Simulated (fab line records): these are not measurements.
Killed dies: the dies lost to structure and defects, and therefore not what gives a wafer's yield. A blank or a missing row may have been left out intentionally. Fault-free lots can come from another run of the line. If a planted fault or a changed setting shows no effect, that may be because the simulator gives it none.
8D (eight disciplines) problem report, filled in by code -- flow rit-cmos -- the parts of the form that need people (team, actions taken, sign-off) are left out

== 1. THE PROBLEM ==
At RIT_CONTACT_COAT_03, spin-speed-rpm averages 3326.9 rpm over 6 wafers from 2 lots, while fault-free wafers read 3250.2 rpm, standard deviation 2.3. That puts it +33 standard deviations away from the usual mean.
The step: resist thk 1000 nm.
First seen on wafer L991.3, day 6 22:04, on litho-track-03. At this step, 42 wafers from 14 lots have a number in the record. Rule for "out", or "out of limits": more than 4 standard deviations from the usual mean. All remaining wafers that have a number are taken as sound.

== 2. WHAT IT IS; WHAT IT IS NOT ==
question,is,is not
which readings at this step,spin-speed-rpm,"dispense-pressure-kPa, resist-line-temp-C"
which lots,"L991, L994","L974, L976, L977, L978, L981, L982, L984, L985, L987, L988, L992, L995"
which wafers of those lots,all that have a number,-
read on which tools,litho-track-03,"litho-track-02, litho-track-04"
when,from day 6 22:04,"up to then (30 sound wafers); but 6 sound wafers of L992, L995 came after"

== 3. SUSPECTS, AND WHAT RULES EACH OUT ==
Counting: a tool stays on the suspect list if, at a process step up to the reading, it processed all lots that are out and no sound lot following the first of them.
- litho-track-03 at RIT_CONTACT_COAT_03 (resist thk 1000 nm): kept. It processed each lot that is out, first L991 at day 6 22:04, and no sound lot thereafter; up to then, the last sound lot it processed was L988 at day 6 06:20. Its own spin-speed-rpm readings are out on those wafers.
The count leaves litho-track-03 at RIT_CONTACT_COAT_03.

== 4. THE CAUSE (what the simulator had put in) ==
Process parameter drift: litho-track-03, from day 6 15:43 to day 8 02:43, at RIT_CONTACT_COAT_03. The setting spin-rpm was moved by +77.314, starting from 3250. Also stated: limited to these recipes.
The count eliminated every tool but this one.

== 5. THE CHAIN OF EFFECTS, in route order ==
One row per reading whose mean, taken over the struck wafers that have a number, lies over 3 standard deviations from the usual. Scope: only readings with a usual standard deviation given in the record; hours: median across lots of the time from each lot's start at the first step in this table that gives one to its start at this step; sigmas: change in usual standard deviations.
hours,step,reading,usual,on struck wafers,change,sigmas
0,RIT_CONTACT_COAT_03,spin-speed-rpm,3250.2 rpm,3326.9,+76.7,+33
The process steps in it:
- RIT_CONTACT_COAT_03: resist thk 1000 nm.

== 6. WHAT WOULD HAVE CAUGHT IT SOONER ==
First out-of-limits reading in this record: day 6 22:04, which is 6 hours after fault onset at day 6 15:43.
